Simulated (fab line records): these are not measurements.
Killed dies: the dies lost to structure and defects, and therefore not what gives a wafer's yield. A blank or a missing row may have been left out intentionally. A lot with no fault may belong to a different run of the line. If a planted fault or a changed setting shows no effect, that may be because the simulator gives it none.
The tool behind it: which one? + flow rit cmos + Sampling: 14 lots, 42 wafers, 2 of 202 route steps

== WHAT EACH GAUGE READ, for each wafer ==
The record lacks any reading of a measuring or inspecting step that a usual standard deviation could be used to judge.

== TOOL THAT RAN EACH LOT (tool first, then ch and the chambers of the sampled wafers, then the start) ==
| lot  | RIT_NSD_STRIP_09                    | RIT_SILICIDE_RTA_04             |
|------|-------------------------------------|---------------------------------|
| L810 | plasma asher-02 ch 0,1, day 3 08:29 | rtp anneal-02 ch 0, day 3 11:32 |
| L811 | plasma asher-03 ch 0,1, day 3 21:04 | rtp anneal-01 ch 0, day 4 00:08 |
| L812 | plasma asher-01 ch 0,1, day 3 22:53 | rtp anneal-02 ch 0, day 4 01:56 |
| L814 | plasma asher-02 ch 0,1, day 4 13:20 | rtp anneal-02 ch 0, day 4 16:22 |
| L815 | plasma asher-03 ch 1, day 4 20:15   | rtp anneal-01 ch 0, day 4 23:20 |
| L817 | plasma asher-03 ch 0,1, day 4 22:14 | rtp anneal-01 ch 0, day 5 01:08 |
| L816 | plasma asher-01 ch 0,1, day 4 22:45 | rtp anneal-01 ch 0, day 5 01:40 |
| L818 | plasma asher-01 ch 0,1, day 5 03:33 | rtp anneal-02 ch 0, day 5 06:36 |
| L820 | plasma asher-02 ch 0,1, day 5 14:04 | rtp anneal-02 ch 0, day 5 17:07 |
| L824 | plasma asher-03 ch 0,1, day 6 06:50 | rtp anneal-02 ch 0, day 6 09:53 |
| L825 | plasma asher-02 ch 0,1, day 6 10:31 | rtp anneal-01 ch 0, day 6 13:42 |
| L826 | plasma asher-01 ch 0,1, day 6 16:14 | rtp anneal-02 ch 0, day 6 19:30 |
| L827 | plasma asher-03 ch 0,1, day 6 18:40 | rtp anneal-01 ch 0, day 6 21:34 |
| L830 | plasma asher-02 ch 0, day 7 12:31   | rtp anneal-01 ch 0, day 7 15:34 |
- RIT_NSD_STRIP_09: strips in O2, time 180 s.
- RIT_SILICIDE_RTA_04: time 10 s, ramp up 5 s, ramp down 5 s.

== WHAT THE TOOLS THEMSELVES READ (means of the sampled wafers that have a number; where no wafer has one, the mark that the record gives instead) ==
RIT_NSD_STRIP_09.
| lot  | tool            | drypump motor current A (A) |
|------|-----------------|-----------------------------|
| L810 | plasma asher-02 | 5.9                         |
| L811 | plasma asher-03 | 5.5                         |
| L812 | plasma asher-01 | 6.1                         |
| L814 | plasma asher-02 | 6.3                         |
| L815 | plasma asher-03 | 5.5                         |
| L817 | plasma asher-03 | 5.5                         |
| L816 | plasma asher-01 | 5.8                         |
| L818 | plasma asher-01 | 6.1                         |
| L820 | plasma asher-02 | 6.0                         |
| L824 | plasma asher-03 | 5.5                         |
| L825 | plasma asher-02 | 6.3                         |
| L826 | plasma asher-01 | 5.8                         |
| L827 | plasma asher-03 | 5.5                         |
| L830 | plasma asher-02 | 5.7                         |

RIT_SILICIDE_RTA_04.
| lot  | tool          | wafer_temp_C_max |
|------|---------------|------------------|
| L810 | rtp anneal-02 | 654.2            |
| L811 | rtp anneal-01 | 652.2            |
| L812 | rtp anneal-02 | 653.8            |
| L814 | rtp anneal-02 | 653.6            |
| L815 | rtp anneal-01 | 651.8            |
| L817 | rtp anneal-01 | 652.6            |
| L816 | rtp anneal-01 | 653.4            |
| L818 | rtp anneal-02 | 653.7            |
| L820 | rtp anneal-02 | 653.3            |
| L824 | rtp anneal-02 | 646.7            |
| L825 | rtp anneal-01 | 652.4            |
| L826 | rtp anneal-02 | 646.9            |
| L827 | rtp anneal-01 | 651.9            |
| L830 | rtp anneal-01 | 651.9            |

== THE ANSWER, worked out from the rows above alone ==
Rule: usual is defined by the lots themselves. Put in order of their means at a reading, lots are off if they are a third of the lots or fewer, leave a main group of 4 or more, and stand apart from it by a gap of 3 or more times the standard deviation of the main group's means; of several such gaps the widest counts. If all means in a main group match to the digits the tables above print for the reading, that group is not used. Also off: a lot with no number at a reading for which 4 or more lots have one. The other lots that the step has rows for count as sound. Order of review: gauges by route order, followed by the tools' own readings, for which a lot's mean as printed above is used. The first step at which some lot is off is used, and at that step the reading that is off furthest; a lot without a number counts as furthest.
Off: L824, L826 (RIT_SILICIDE_RTA_04, wafer_temp_C_max). Mean 652.9 and standard deviation 0.82 in the main group.
If a tool, at that step or one of the process steps before it, ran each lot that is off and ran no sound lot following the first of them, it fits. One fits: RIT_SILICIDE_RTA_04 on rtp anneal-02. A fault onset in the window from L820 (day 5 17:07, its last sound lot) to L824 (day 6 09:53, its first lot off) fits.
On the lots that are off, the tool's own readings at RIT_SILICIDE_RTA_04 differ by more than 5 times the standard deviation of the sound lots' means, which bears it out; wafer_temp_C_max reads 646.8 there versus 652.9 on the sound lots.

== WHAT HAD BEEN PUT IN BY THE SIMULATOR ==
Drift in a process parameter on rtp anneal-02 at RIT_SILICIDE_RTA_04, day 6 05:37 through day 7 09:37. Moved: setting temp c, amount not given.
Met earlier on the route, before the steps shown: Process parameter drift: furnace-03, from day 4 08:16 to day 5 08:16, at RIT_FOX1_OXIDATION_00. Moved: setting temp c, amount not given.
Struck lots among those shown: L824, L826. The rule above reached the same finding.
